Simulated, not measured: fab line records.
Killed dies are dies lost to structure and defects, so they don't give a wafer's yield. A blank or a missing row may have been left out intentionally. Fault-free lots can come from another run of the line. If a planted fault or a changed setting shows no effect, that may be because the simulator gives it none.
fab line records | flow rit_cmos
[record] lots = 6 wafers = 18 last_day = 7
route steps=202 shown PLDD@122 SPACER@125 NSD@131 M1@202
lots untouched by any fault: they come from a run of this same line in which no faults occurred
start_h: hours from the record's opening day to when the first of the lot's shown wafers began | wait_h: time in hours since the lot's previous step | " unchanged from the row above | L1.1+2: a row that stands for several wafers | - either no value or no given start | * or withheld: withheld | < > ~ a bound
route shown NAME@n: names a module that has steps shown in the file, with the first one's number in the route | usual: mean/standard deviation of fault-free wafers | same: alike in all rows | chamber/n: place in a boat | sites: the reading at each site | _std_site: standard deviation of those values | _edge_site: inner sites' mean taken away from outer sites' mean | radius_mm: for every site, how far away it sits from the centre of the wafer | mask NAME#n: copy n | behind: the tool/chamber that last shaped the wafer | hold: what put the lot on hold/how long, in hours/how the hold closed | device: which transistor (n, p or np) failed to switch | end of line: the same wafers' tests at the end of the route | a step with no rows: only its recipe | killed: not the wafer's yield, but the dies lost to structure and defects at the first sort | map: the dies of a wafer, with x for killed, . for not killed, _ for no die there
set.NAME: the setting the step ran with; set.NAME@STEP: the setting that earlier step ran with | model.NAME: the simulator's own value behind a step, which no gauge read
lots seen at some steps along the route; tables by step, rows by wafer
services: a tool's chamber out of use, with start hour (start_h, from the record's first day; less than 0 if before it), hours out, and reason
[[steps]]
[step RIT_PLDD_IMPLANT_08]
[recipe] species = BF2 energy_kev = 20.27 dose_cm2 = 9e+14 tilt_deg = 7
[step RIT_PLDD_STRIP_09]
[recipe] chemistry = O2 time_s = 180 resist = NOVOLAK platen_temp_c = withheld power_w = 500 pressure_mtorr = 4000 o2_flow_sccm = 4000
[usual] drypump_motor_current_A = 5.4/0.33
// columns lot.wafer tool chamber start_h wait_h drypump_motor_current_A rf_hours_counter_h
L330.1 plasma_asher-04 1 46.64 0.1 5.4 39
L330.2 " 0 " " 5.0 39
L330.6 " 1 " " 5.4 -
L332.1 plasma_asher-04 0 59.24 0.1 5.0 41
L332.4 " 0 " " 5.0 -
L332.6 " 1 " " 5.4 -
L336.1 plasma_asher-03 1 73.09 0.1 6.0 23
L336.3 " 0 " " 5.6 -
L336.6 " 1 " " 6.0 -
L338.2 plasma_asher-04 0 83.81 0.1 5.1 45
L338.3 " 0 " " 5.1 -
L338.6 " 1 " " 5.5 -
L345.1 plasma_asher-04 1 118.80 0.1 5.5 49
L345.4 " 1 " " 5.4 -
L345.6 " 0 " " 5.0 -
L351.3 plasma_asher-03 1 148.71 0.1 6.0 -
L351.4 " 0 " " 5.6 -
L351.6 " 0 " " 5.6 -
[step RIT_PLDD_TW_MEAS_10]
[usual] PLDD_TW = 2363/16
// columns lot.wafer tool chamber start_h wait_h PLDD_TW
L330.1 film_metro-01 - 46.81 0.1 2368
L330.2 " - " " 2375
L330.6 " - " " 2380
L332.1 film_metro-01 - 59.42 0.1 2379
L332.4 " - " " 2379
L332.6 " - " " 2390
L336.1 film_metro-01 - 73.26 0.1 2379
L336.3 " - " " 2384
L336.6 " - " " 2393
L338.2 film_metro-01 - 83.99 0.1 2394
L338.3 " - " " 2375
L338.6 " - " " 2379
L345.1 film_metro-04 - 118.97 0.1 2360
L345.4 " - " " 2357
L345.6 " - " " 2354
L351.3 film_metro-04 - 148.85 0.1 2356
L351.4 " - " " 2353
L351.6 " - " " 2365
[step RIT_SPACER_CLEAN_00]
[recipe] chemistry = SC1 mix = 3:3:50 time_s = 600 temp_c = 75
[step RIT_SPACER_CLEAN_01]
[recipe] chemistry = dHF dilution = 50:1 time_s = 30
[step RIT_SPACER_CLEAN_02]
[recipe] chemistry = SC2 mix = 3:3:50 time_s = 600 temp_c = 75 dry = n2_spin
[step RIT_SPACER_CVD_03]
[recipe] material = Si3N4 target_thk_nm = 250 temp_c = 810 precursor = SiH2Cl2/NH3 time_s = 3300 pressure_mtorr = 300 sih2cl2_flow_sccm = 60 nh3_flow_sccm = 150
[step RIT_SPACER_THK_MEAS_04]
[recipe] reads = Si3N4_of_SPACER_CVD_03
[usual] SPACER_NITRIDE_THK = 249.3/2.7
// columns lot.wafer tool chamber start_h wait_h SPACER_NITRIDE_THK[nm]
L330.1 film_metro-02 - 49.16 0.0 246.8
L330.2 " - " " 248.4
L330.6 " - " " 248.7
L332.1 film_metro-04 - 61.79 0.0 246.7
L332.4 " - " " 248.6
L332.6 " - " " 246.7
L336.1 film_metro-01 - 75.61 0.0 250.6
L336.3 " - " " 248.7
L336.6 " - " " 249.8
L338.2 film_metro-04 - 86.34 0.0 251.5
L338.3 " - " " 252.0
L338.6 " - " " 251.1
L345.1 film_metro-01 - 121.35 0.0 249.5
L345.4 " - " " 249.8
L345.6 " - " " 250.0
L351.3 film_metro-04 - 151.19 0.0 246.2
L351.4 " - " " 245.7
L351.6 " - " " 246.9
[step RIT_SPACER_ETCHBACK_05]
[recipe] target_depth_a = 2500 SF6_flow_sccm = 30 CHF3_flow_sccm = 30 target = Si3N4 chemistry = SF6/CHF3 pressure_mtorr = 40 rf_w = 250 time_s = 240 stop_on = SiO2
[usual] drypump_motor_current_A = 5.7/0.49 oes_product_au = 0.844/0.014 throttle_valve_pct = 10.23/0.11
// columns lot.wafer tool chamber start_h wait_h drypump_motor_current_A oes_product_au rf_hours_counter_h throttle_valve_pct
L330.1 rie_diel-02 2 49.22 0.1 5.9 0.837 5 10.27
L330.2 " 3 " " 6.8 0.842 90 10.25
L330.6 " 2 " " 5.9 0.843 - 10.24
L332.1 rie_diel-04 3 61.85 0.1 5.4 0.824 141 10.36
L332.4 " 3 " " 5.3 0.828 - 10.36
L332.6 " 0 " " 6.8 0.850 - 10.16
L336.1 rie_diel-03 0 75.67 0.1 5.9 0.842 7 10.16
L336.3 " 3 " " 5.4 0.848 1 10.09
L336.6 " 0 " " 5.9 0.837 - 10.16
L338.2 rie_diel-04 1 86.39 0.0 5.2 0.860 134 10.38
L338.3 " 0 " " 6.8 0.876 3 10.16
L338.6 " 2 " " 5.3 0.872 - 10.29
L345.1 rie_diel-02 0 121.41 0.1 5.7 0.840 146 10.54
L345.4 " 1 " " 5.8 0.857 117 10.18
L345.6 " 1 " " 5.7 0.865 - 10.19
L351.3 rie_diel-03 0 151.23 0.0 5.9 0.827 8 10.16
L351.4 " 3 " " 5.4 0.836 2 10.09
L351.6 " 3 " " 5.4 0.841 - 10.11
[step RIT_NSD_HMDS_00]
[recipe] prime_time_s = 60 prime_temp_c = 140
[step RIT_NSD_COAT_01]
[recipe] resist = NOVOLAK spin_rpm = 3250 resist_thk_nm = 1000
[step RIT_NSD_SOFTBAKE_02]
[recipe] resist = NOVOLAK temp_c = 88.86 time_s = 60
[step RIT_NSD_EXPOSE_03]
[recipe] mask_id = M9 na = 0.57 target_cd_nm = 40700 dose_mj = 250
// columns lot.wafer tool chamber start_h wait_h mask model.NSD.overlay_x_nm
L330.1+2+6 iline_stepper-01 0 49.94 0.2 M9#0 -0.3658
L332.1+4+6 iline_stepper-02 0 62.45 0.1 M9#0 0.69
L336.1+3+6 iline_stepper-02 0 76.39 0.2 M9#0 3277
L338.2+3+6 iline_stepper-02 0 87.13 0.2 M9#0 3277
L345.1+4+6 iline_stepper-01 0 122.01 0.1 M9#0 -0.6273
L351.3+4+6 iline_stepper-01 0 163.34 11.6 M9#0 -0.3473
[step RIT_NSD_PEB_04]
[recipe] resist = NOVOLAK temp_c = withheld time_s = withheld
[step RIT_NSD_DEVELOP_05]
[recipe] resist = NOVOLAK develop_time_s = 50 dev_temp_c = 23
[step RIT_NSD_OVL_MEAS_06]
[usual] NSD_OVL = -1.0/1.6
// columns lot.wafer tool chamber start_h wait_h NSD_OVL[nm]
L330.1 overlay-01 - 50.34 - -0.9
L330.2 " - " " -2.4
L330.6 " - " " -1.6
L332.1 overlay-01 - 62.85 - 2.1
L332.4 " - " " 0.6
L332.6 " - " " -0.3
L336.1 overlay-01 - 76.79 - 3278.4
L336.3 " - " " 3276.5
L336.6 " - " " 3277.0
L338.2 overlay-01 - 87.52 - 3276.1
L338.3 " - " " 3277.5
L338.6 " - " " 3276.7
L345.1 overlay-01 - 122.41 - -3.4
L345.4 " - " " -1.6
L345.6 " - " " -3.5
L351.3 overlay-02 - 163.77 - -1.8
L351.4 " - " " -0.4
L351.6 " - " " -2.2
[step RIT_NSD_HARDBAKE_07]
[recipe] resist = NOVOLAK temp_c = 140 time_s = 60
[step RIT_M1_PROBE_99]
[usual] killed_at_contacts = 0.1/0.25 killed_at_front_end = 7/3.2 killed_dies = 7/3.2 killed_on_rim = 1.8/1.6 killed_open = 3.5/2.1 killed_short = 3.5/2.1
[same] gross_dies = 264 killed_at_M0_to_M3 = 0 killed_at_M4_up = 0 killed_at_back_side = 0 killed_at_other = 0
// columns lot.wafer tool chamber start_h wait_h killed_at_contacts killed_at_front_end killed_dies killed_on_rim killed_open killed_short model.etest.nmos_0p15.junction_log10_a_um model.etest.nmos_0p3.off_log10_a_um model.etest.gate_end_array.leak_log10_a_um model.etest.nmos_0p15.bv_v model.etest.nmos_0p3.bv_v model.etest.nmos_0p15.off_log10_a_um model.etest.retro_edge_nmos.off_log10_a_um model.etest.ring.no_ring
L330.1 prober-02 - 60.67 0.1 0 4 4 2 1 2 -13.4 -13.18 -13.02 5.476 5.476 -10.14 -9.787 0
L330.2 prober-02 - 60.72 0.1 0 15 15 7 6 6 -13.41 -12.98 -12.68 5.477 5.477 -10.28 -10.15 0
L330.6 prober-02 - 60.92 0.2 0 3 3 0 2 1 -13.73 -13.09 -12.94 5.481 5.481 -10.25 -10.17 0
L332.1 prober-02 - 72.98 0.1 0 9 9 1 2 7 -13.34 -13.2 -13.01 5.448 5.448 -10.26 -10.1 0
L332.4 prober-02 - 73.13 0.2 0 11 11 2 6 5 -13.43 -13.14 -12.89 5.478 5.478 -10.43 -10.28 0
L332.6 prober-02 - 73.23 0.2 0 8 8 1 4 4 -13.31 -13.12 -12.98 5.444 5.444 -10.41 -10.23 0
L336.1 prober-02 - 89.59 0.1 0 233 233 63 4 2 -8.322 -8.609 -8.609 3.446 3.483 -8.405 -8.405 1
L336.3 prober-02 - 89.69 0.2 0 238 238 63 0 3 - - - 1.376 1.376 - - 1
L336.6 prober-02 - 89.84 0.2 0 228 228 60 5 2 -8.581 -8.693 -8.693 3.666 3.64 -8.51 -8.51 1
L345.1 prober-02 - 133.56 0.1 0 7 7 2 3 4 -13.56 -13.12 -12.89 5.503 5.503 -10.24 -10.15 0
L345.4 prober-02 - 133.71 0.2 0 4 4 1 2 2 -13.6 -12.99 -12.8 5.48 5.48 -10.06 -9.88 0
L345.6 prober-02 - 133.81 0.2 1 9 10 3 3 7 -13.45 -12.95 -12.74 5.506 5.506 -10.38 -10.26 0
L351.3 prober-02 - 174.20 0.2 1 4 5 2 2 3 -13.61 -13.14 -13.09 5.453 5.453 -10.28 -10 0
L351.4 prober-02 - 174.25 0.2 0 8 8 3 5 3 -13.41 -13 -12.84 5.464 5.464 -10.41 -10.24 0
L351.6 prober-02 - 174.35 0.2 0 5 5 2 1 4 -13.39 -13.11 -13.02 5.474 5.474 -10.35 -10.2 0
// killed by level:class
L330.1 FOX2:geometric_particle:open=1 GATE:geometric_particle:short=1 REOX:geometric_particle:short=1 PLDD:coat_microbubble_printed=1
L330.2 GATE:geometric_particle:open=3 PLDD:coat_microbubble_printed=3 GATE:geometric_particle:short=2 REOX:geometric_particle:open=2 REOX:geometric_particle:short=2 SPACER:geometric_particle:short=2 FOX2:geometric_particle:open=1
L330.6 REOX:geometric_particle:open=1 SPACER:geometric_particle:open=1 SILICIDE:geometric_particle:short=1
L332.1 REOX:geometric_particle:short=3 FOX1:geometric_particle:short=2 GATE:geometric_particle:open=2 GATE:geometric_particle:short=2
L332.4 GATE:geometric_particle:open=3 GATE:geometric_particle:short=3 FOX1:geometric_particle:open=2 ACTIVE:geometric_particle:short=1 REOX:geometric_particle:short=1 REOX:geometric_particle:open=1
L332.6 FOX1:geometric_particle:short=2 FOX2:geometric_particle:open=2 FOX2:geometric_particle:short=2 GATE:geometric_particle:open=2
L336.1 NSD:overlay=227 SPACER:geometric_particle:open=2 FOX1:geometric_particle:open=1 GATE:geometric_particle:open=1 REOX:geometric_particle:short=1 SPACER:geometric_particle:short=1
L336.3 NSD:overlay=235 FOX2:geometric_particle:short=1 REOX:geometric_particle:short=1 SPACER:geometric_particle:short=1
L336.6 NSD:overlay=221 GATE:geometric_particle:open=2 SPACER:geometric_particle:open=2 FOX1:geometric_particle:open=1 SPACER:geometric_particle:short=1 SILICIDE:geometric_particle:short=1
L345.1 FOX1:geometric_particle:short=3 SPACER:geometric_particle:open=2 FOX2:geometric_particle:open=1 SPACER:geometric_particle:short=1
L345.4 FOX2:geometric_particle:short=1 GATE:geometric_particle:open=1 SILICIDE:geometric_particle:short=1 SILICIDE:geometric_particle:open=1
L345.6 FOX2:geometric_particle:short=2 GATE:geometric_particle:open=2 FOX1:geometric_particle:open=1 FOX1:geometric_particle:short=1 GATE:geometric_particle:short=1 SPACER:geometric_particle:short=1 SILICIDE:geometric_particle:short=1 CONTACT:geometric_particle:short=1
L351.3 GATE:geometric_particle:short=2 REOX:geometric_particle:open=1 SPACER:geometric_particle:short=1 CONTACT:geometric_particle:open=1
L351.4 REOX:geometric_particle:open=4 FOX1:geometric_particle:short=1 FOX2:geometric_particle:short=1 GATE:geometric_particle:short=1 GATE:geometric_particle:open=1
L351.6 FOX2:geometric_particle:short=2 GATE:geometric_particle:short=1 GATE:geometric_particle:open=1 SPACER:geometric_particle:short=1
// map L336.3 (x killed, . not)
________xx.xxxx_______
_____x.xxxxxxx.xxx____
____xxxxxxxxxxxxxxx___
___x.xxxxxxxx.xxxxx.__
__xxxxxxxx.xxxxxxxxxx_
__x.xxxxxxxxxxxxxxxxx_
_xxxxxx.xxxxxxxxxxxxxx
_xxxxxxxxxxxxxxxxxxx.x
_xxx..xxxxxxxx.xxxxxxx
_xxxxxxxxxxxxxxxxx.xxx
__xxxxxxxxx.xxxxxxxxx_
__xxxxxxxx.xxxx.xxxxx_
___xxxxxxxx.xxx.xxxx__
____xxxx..xxxxx.xx.___
_____xxxxxx..xxxx.____
________xxxxxxx_______
// map L332.4 (x killed, . not)
________......._______
_____.............____
____.....x.........___
___...............x.__
__..................._
__..........x........_
_....................x
_........x......x.....
_.....................
_........x............
__..................._
__..................._
___.................__
____..x...xx.x.....___
_____.............____
________......._______
[[services]]
// columns tool chamber start_h hours kind
iline_stepper-01 - 27.37 1.7 pm
plasma_asher-03 - 34.16 28.1 pm
rie_diel-04 2 60.77 4.1 repair
iline_stepper-02 - 72.19 1.7 pm
rie_diel-02 - 81.22 0.2 repair
iline_stepper-02 - 104.75 8.9 pm
rie_diel-02 3 111.14 5.3 repair
rie_diel-03 1 120.28 4.0 repair
rie_diel-02 1 123.86 2.4 repair
rie_diel-03 1 128.78 7.8 repair
rie_diel-04 1 130.25 10.1 repair
iline_stepper-02 0 143.19 - calibration
iline_stepper-01 - 151.55 10.8 repair
iline_stepper-02 - 151.90 12.1 repair
[[key]]
[first_sign] step = RIT_NSD_OVL_MEAS_06 reading = NSD_OVL direction = up sigmas = 99+ usual = -1.0 struck = 3277.0
[effect] step = RIT_M1_PROBE_99 reading = killed_at_front_end direction = up sigmas = 71 usual = 7 struck = 233
[model_effect] step = RIT_NSD_EXPOSE_03 value = NSD.overlay_x_nm without = 0.5629 struck = 3277
[model_effect] step = RIT_M1_PROBE_99 value = etest.nmos_0p15.junction_log10_a_um without = -13.44 struck = -8.452
[more_kills_born_at] RIT_NSD_EXPOSE_03@iline_stepper-02 = 683
met_at RIT_NSD_EXPOSE_03
struck_wafers L336.1,L336.3,L336.6,L338.2,L338.3,L338.6
rows_end L338.2,L338.3,L338.6
tester_left_out L336
onset_between 62.45 76.39
[fault] kind = scanner_matching_overlay tool = iline_stepper-02 chamber = - onset_h = 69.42 steps = RIT_NSD_EXPOSE_03 offset = 3276.3
// tester_left_out: of these lots the tester's yield and bins aren't shown, on N5 and GAA mostly nor the transistor test; their killed dies are dies lost to structure and defects alone, not to doping, threshold or leakage, so they don't give the yield
// rows_end: these wafers met a further fault down the route, and their rows from its step on are left out
